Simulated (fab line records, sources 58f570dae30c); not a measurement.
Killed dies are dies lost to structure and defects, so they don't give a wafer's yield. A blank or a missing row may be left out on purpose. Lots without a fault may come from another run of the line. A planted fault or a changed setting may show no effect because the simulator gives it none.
One fault seen from 2 desks | flow berkeley_cmos170 | each desk has only its own numbers; what lay behind them comes last

THE TOOL OWNER'S DESK: rie_metal-02
The tool's own readings at UCB170_M1_METAL_ETCH_12 (etches Al in Cl2/BCl3, stops on PSG, target depth 780 nm, time 130 s): means of the sampled wafers that have a number, for each lot that ran on this tool. A lot is out of limits, marked OUT, if its mean lies more than 4 standard deviations from the usual mean; the brackets give that distance.
Columns: A = drypump_motor_current_A at UCB170_M1_METAL_ETCH_12, usual 5.4 A; B = he_backside_leak_sccm at UCB170_M1_METAL_ETCH_12, usual 3.41 sccm; C = oes_product_au at UCB170_M1_METAL_ETCH_12, usual 0.853 a.u.; D = run_length_s at UCB170_M1_METAL_ETCH_12, usual 158.6 s; E = throttle_valve_pct at UCB170_M1_METAL_ETCH_12, usual 24.56 %
lot  | first seen here | A   | B    | C     | D                | E
L296 | day 9 21:21     | 5.3 | 3.51 | 0.848 | 158.5            | 24.55
L298 | day 10 01:32    | 5.3 | 3.41 | 0.889 | 152.4 (-9.5) OUT | 24.53
L301 | day 10 15:04    | 5.1 | 3.38 | 0.869 | 155.4 (-5.0) OUT | 24.44
This desk's finding: out of limits on L298, L301; first on L298, day 10 01:32 (run_length_s at UCB170_M1_METAL_ETCH_12). In limits: L296.

THE METROLOGY DESK
What the gauges read, lot by lot, whatever tool the lot ran on: means of the sampled wafers that have a number. A lot is out of limits, marked OUT, if its mean lies more than 4 standard deviations from the usual mean; the brackets give that distance.
Columns: A = M1_AL_RS at UCB170_M1_RS_MEAS_01, usual 0.0486 ohm/sq; B = M1_AL_THK at UCB170_M1_THK_MEAS_02, usual 594 nm; C = cd_nm at UCB170_M1_CD_MEAS_09, usual 700.5 nm; D = M1_OVL at UCB170_M1_OVL_MEAS_10, usual 6 nm
lot  | first seen here | A      | B   | C     | D
L296 | day 9 20:09     | 0.0486 | 594 | 698.5 | 0
L299 | day 9 22:13     | 0.0486 | 593 | 702.0 | 9
L297 | day 9 22:23     | 0.0492 | 589 | 698.9 | 4
L298 | day 9 23:38     | 0.0492 | 590 | 699.5 | 9
L301 | day 10 13:05    | 0.0482 | 600 | 701.5 | 10
L309 | day 12 05:16    | 0.0482 | 602 | 699.5 | 5
This desk's finding: nothing out of limits on any of the 6 lots.

PUT TOGETHER
The tool owner's desk could have raised an alarm at day 10 01:32, on L298, L301.
The metrology desk saw nothing out of limits.
The metrology desk has L298, L301 on record, within its limits.
Of the lots named, all ran UCB170_M1_METAL_ETCH_12 on rie_metal-02.

WHAT THE SIMULATOR HAD PUT IN
Process parameter drift: rie_metal-02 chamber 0, from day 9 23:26 on, at UCB170_M1_METAL_ETCH_12. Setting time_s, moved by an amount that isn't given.
Lots struck among those shown: L298, L301.
Hours from the fault's start to each desk's first reading out of limits: the tool owner's desk, 2.
